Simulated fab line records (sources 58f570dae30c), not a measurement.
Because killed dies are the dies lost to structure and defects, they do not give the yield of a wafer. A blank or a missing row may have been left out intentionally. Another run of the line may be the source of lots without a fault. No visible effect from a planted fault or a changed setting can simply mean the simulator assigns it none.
A sampling plan put to the test | flow berkeleyCmos170 | each of the 24 faults these records tell of, on one fab line, judged from the records of the lots it struck
The plan consists of the line's own looks: route steps at which the wafer is read by a gauge or an inspection but not changed. Where struck wafers have a number at a look and the file lists that look's usual mean and standard deviation on fault-free wafers, the look can be judged. Caught: a look later than the fault's first step finds the struck wafers' mean 4 or more of those standard deviations (sigma) from the usual mean. On the tool: the same test on the tool's own readings at the fault's steps. Also counted as caught: the struck wafers showing another recipe, or a record that is empty for them alone.

## THE FAULTS, as the simulator had put them in
1. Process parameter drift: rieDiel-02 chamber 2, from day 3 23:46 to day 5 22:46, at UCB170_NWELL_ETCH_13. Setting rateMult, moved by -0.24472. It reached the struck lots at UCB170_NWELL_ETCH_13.
2. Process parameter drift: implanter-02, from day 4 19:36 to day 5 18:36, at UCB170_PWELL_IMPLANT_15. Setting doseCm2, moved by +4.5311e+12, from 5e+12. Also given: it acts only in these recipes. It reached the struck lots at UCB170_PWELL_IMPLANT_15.
3. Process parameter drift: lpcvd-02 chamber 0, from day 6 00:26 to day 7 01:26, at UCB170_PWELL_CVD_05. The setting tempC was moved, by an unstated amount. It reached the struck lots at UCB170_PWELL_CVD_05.
4. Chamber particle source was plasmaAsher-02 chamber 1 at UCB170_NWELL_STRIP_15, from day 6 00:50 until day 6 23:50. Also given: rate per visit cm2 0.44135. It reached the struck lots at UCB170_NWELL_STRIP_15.
5. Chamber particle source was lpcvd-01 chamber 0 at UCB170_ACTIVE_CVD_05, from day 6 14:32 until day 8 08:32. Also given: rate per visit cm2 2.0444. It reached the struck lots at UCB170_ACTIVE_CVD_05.
6. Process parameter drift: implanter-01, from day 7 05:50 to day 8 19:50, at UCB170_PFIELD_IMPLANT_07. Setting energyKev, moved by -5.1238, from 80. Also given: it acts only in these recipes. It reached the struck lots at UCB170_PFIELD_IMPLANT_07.
7. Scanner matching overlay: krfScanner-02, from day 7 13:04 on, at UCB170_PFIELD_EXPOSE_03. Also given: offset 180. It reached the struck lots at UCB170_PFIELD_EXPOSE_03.
8. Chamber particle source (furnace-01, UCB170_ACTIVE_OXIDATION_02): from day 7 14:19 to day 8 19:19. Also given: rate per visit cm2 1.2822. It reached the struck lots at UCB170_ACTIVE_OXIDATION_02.
9. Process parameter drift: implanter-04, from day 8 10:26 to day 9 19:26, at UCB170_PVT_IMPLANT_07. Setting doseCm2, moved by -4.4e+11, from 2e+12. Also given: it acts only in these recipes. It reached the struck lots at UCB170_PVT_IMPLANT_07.
10. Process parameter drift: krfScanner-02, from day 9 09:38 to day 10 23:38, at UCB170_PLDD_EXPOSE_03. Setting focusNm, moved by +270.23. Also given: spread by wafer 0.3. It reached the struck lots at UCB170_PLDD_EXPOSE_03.
11. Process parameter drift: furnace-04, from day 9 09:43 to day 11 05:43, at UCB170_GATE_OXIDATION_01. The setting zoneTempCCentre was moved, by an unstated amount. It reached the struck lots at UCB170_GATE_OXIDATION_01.
12. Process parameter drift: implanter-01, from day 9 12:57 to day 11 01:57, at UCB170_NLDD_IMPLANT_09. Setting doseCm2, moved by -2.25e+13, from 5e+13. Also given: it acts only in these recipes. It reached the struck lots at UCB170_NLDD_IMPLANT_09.
13. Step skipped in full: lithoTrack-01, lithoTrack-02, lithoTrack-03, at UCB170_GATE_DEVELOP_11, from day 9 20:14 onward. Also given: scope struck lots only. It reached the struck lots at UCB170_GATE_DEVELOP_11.
14. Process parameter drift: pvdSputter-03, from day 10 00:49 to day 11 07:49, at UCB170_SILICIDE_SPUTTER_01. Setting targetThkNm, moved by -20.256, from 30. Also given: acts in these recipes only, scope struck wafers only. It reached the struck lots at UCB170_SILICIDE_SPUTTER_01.
15. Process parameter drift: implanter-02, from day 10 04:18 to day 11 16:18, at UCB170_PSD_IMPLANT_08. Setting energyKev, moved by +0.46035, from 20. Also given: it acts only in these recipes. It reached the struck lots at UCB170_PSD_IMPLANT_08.
16. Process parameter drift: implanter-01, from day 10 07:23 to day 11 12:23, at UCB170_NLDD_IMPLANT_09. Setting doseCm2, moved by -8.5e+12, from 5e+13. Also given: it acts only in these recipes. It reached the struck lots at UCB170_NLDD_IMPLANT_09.
17. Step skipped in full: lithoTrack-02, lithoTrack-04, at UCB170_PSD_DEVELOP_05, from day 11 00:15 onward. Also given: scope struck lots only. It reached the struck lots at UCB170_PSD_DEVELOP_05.
18. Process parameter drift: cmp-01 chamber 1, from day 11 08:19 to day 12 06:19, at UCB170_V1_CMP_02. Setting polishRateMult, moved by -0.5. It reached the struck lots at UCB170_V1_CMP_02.
19. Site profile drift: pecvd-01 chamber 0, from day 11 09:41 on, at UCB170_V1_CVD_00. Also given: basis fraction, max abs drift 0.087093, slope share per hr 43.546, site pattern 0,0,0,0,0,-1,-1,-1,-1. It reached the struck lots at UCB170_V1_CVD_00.
20. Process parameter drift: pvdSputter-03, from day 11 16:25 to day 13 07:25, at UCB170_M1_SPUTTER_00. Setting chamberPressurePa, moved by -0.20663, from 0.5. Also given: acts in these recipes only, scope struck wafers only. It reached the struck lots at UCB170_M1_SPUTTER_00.
21. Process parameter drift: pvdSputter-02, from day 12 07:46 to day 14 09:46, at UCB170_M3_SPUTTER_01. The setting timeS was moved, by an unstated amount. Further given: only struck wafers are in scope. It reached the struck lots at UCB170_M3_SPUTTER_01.
22. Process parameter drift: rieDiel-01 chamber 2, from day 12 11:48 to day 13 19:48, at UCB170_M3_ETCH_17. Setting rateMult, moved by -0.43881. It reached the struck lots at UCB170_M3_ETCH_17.
23. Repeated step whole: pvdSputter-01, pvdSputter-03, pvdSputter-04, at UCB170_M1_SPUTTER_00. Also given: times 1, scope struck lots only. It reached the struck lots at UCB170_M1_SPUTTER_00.
24. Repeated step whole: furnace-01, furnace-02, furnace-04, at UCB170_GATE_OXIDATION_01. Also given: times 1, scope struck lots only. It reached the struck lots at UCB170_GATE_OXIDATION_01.

## WHAT THE PLAN SAW
fault | on the tool itself                    | first look that catches it                      | reading, sigma                                  | median hours from its first step to that look | hours from the fault's start to the first struck lot there | judged looks passed uncaught
1     | oesProductAu -8.3 sigma               | not the one look that can be judged after it    | -                                               | -                                             | -                                                          | 1
2     | doseIonsCm2 +99 or beyond sigma       | UCB170_PWELL_TW_MEAS_17                         | PWELL_TW +19                                    | 0.2                                           | 6                                                          | 0
3     | susceptorTempC +55 sigma              | UCB170_PWELL_THK_MEAS_06                        | PWELL_NITRIDE_THK +42                           | 1.9                                           | 11                                                         | 0
4     | under 2 sigma                         | none of the 2 looks that can be judged after it | -                                               | -                                             | -                                                          | 2
5     | under 2 sigma                         | none of the 2 looks that can be judged after it | -                                               | -                                             | -                                                          | 2
6     | beamEnergyKeV -99 or beyond sigma     | no look after it can be judged                  | -                                               | -                                             | -                                                          | 0
7     | no reading that can be judged         | UCB170_PFIELD_OVL_MEAS_06                       | PFIELD_OVL +35                                  | 0.7                                           | 6                                                          | 0
8     | under 2 sigma                         | not the one look that can be judged after it    | -                                               | -                                             | -                                                          | 1
9     | doseIonsCm2 -99 or beyond sigma       | UCB170_PVT_TW_MEAS_09                           | PVT_TW -8.8                                     | 0.2                                           | 5                                                          | 0
10    | exposureDoseMJCm2 -6.1 sigma          | none of the 2 looks that can be judged after it | strongest: cdNm at UCB170_PLDD_CD_MEAS_06, +3.4 | -                                             | -                                                          | 2
11    | spikeTcCentreC +23 sigma              | UCB170_GATE_THK_MEAS_02                         | GATE_OXIDE_THK +9.2                             | 1.5                                           | 24                                                         | 0
12    | doseIonsCm2 -99 or beyond sigma       | UCB170_NLDD_TW_MEAS_11                          | NLDD_TW -9.4                                    | 0.2                                           | 5                                                          | 0
13    | no reading that can be judged         | no look after it can be judged                  | -                                               | -                                             | -                                                          | 0
14    | under 2 sigma                         | UCB170_SILICIDE_RS_MEAS_02                      | SILICIDE_TI_RS +99 or beyond                    | 0.0                                           | 3                                                          | 0
15    | beamEnergyKeV +75 sigma               | no look after it can be judged                  | -                                               | -                                             | -                                                          | 0
16    | doseIonsCm2 -99 or beyond sigma       | UCB170_NLDD_TW_MEAS_11                          | NLDD_TW -4.2                                    | 0.2                                           | 8                                                          | 0
17    | no reading that can be judged         | no look after it can be judged                  | -                                               | -                                             | -                                                          | 0
18    | under 2 sigma                         | UCB170_V1_THK_MEAS_04                           | V1_POLISHED_THK +99 or beyond                   | 0.4                                           | 12                                                         | 0
19    | under 2 sigma                         | UCB170_V1_THK_MEAS_04                           | V1_POLISHED_THK -58                             | 0.6                                           | 30                                                         | 0
20    | chamberPressurePa -99 or beyond sigma | UCB170_M1_RS_MEAS_01                            | M1_AL_RS -15                                    | 0.1                                           | 1                                                          | 0
21    | under 2 sigma                         | UCB170_M3_RS_MEAS_02                            | M3_AL_RS -9.3                                   | 0.1                                           | 2                                                          | 0
22    | oesProductAu -17 sigma                | no look after it can be judged                  | -                                               | -                                             | -                                                          | 0
23    | under 2 sigma                         | UCB170_M1_RS_MEAS_01                            | M1_AL_RS -58                                    | 0.3                                           | -                                                          | 0
24    | under 2 sigma                         | UCB170_GATE_THK_MEAS_02                         | GATE_OXIDE_THK +38                              | 5.6                                           | -                                                          | 0
A dash: the fault isn't caught, or these records don't give the number.

Caught at a look: 14 of 24. Caught on the tool: 12 of 24. By one or the other: 19 of 24.
Caught on the tool alone: faults 1, 6, 10, 15, 22.
Caught at a look alone: faults 7, 14, 18, 19, 21, 23, 24.
Caught by neither: faults 4, 5, 8, 13, 17.

## THINNER SAMPLING
In the worst case, this is how late the first struck lot would be measured if the look that catches a fault measured only every second or every third lot, by lot number:
fault | struck lots at that look, in order of time | every lot | every second lot | every third lot
2     | L613, L615                                 | 6 h       | may miss all 2   | may miss all 2
3     | L376, L374                                 | 11 h      | may miss all 2   | may miss all 2
7     | L479, L480, L482                           | 6 h       | 6 h              | may miss all 3
9     | L482, L485, L487                           | 5 h       | 15 h             | may miss all 3
11    | L221, L222                                 | 24 h      | 24 h             | may miss all 2
12    | L273, L275, L277                           | 5 h       | may miss all 3   | 26 h
14    | L355, L360                                 | 3 h       | 31 h             | may miss all 2
16    | L680, L682                                 | 8 h       | may miss all 2   | may miss all 2
18    | L751, L750                                 | 12 h      | 14 h             | may miss all 2
19    | L628                                       | 30 h      | may miss it      | may miss it
20    | L489, L496                                 | 1 h       | 30 h             | may miss all 2
21    | L546, L548                                 | 2 h       | may miss all 2   | may miss all 2
Hours count from the start of the fault until the first struck lot that is measured. 4 sigma limit: tested on the pooled struck wafers, so a lone lot may be under it. Other struck lots may not be in these records.

## THE LONGEST TIMED WAY FROM STEP TO LOOK
In fault 24, a median of 5.6 hours elapses between UCB170_GATE_OXIDATION_01 and UCB170_GATE_THK_MEAS_02. No look between them can be judged.
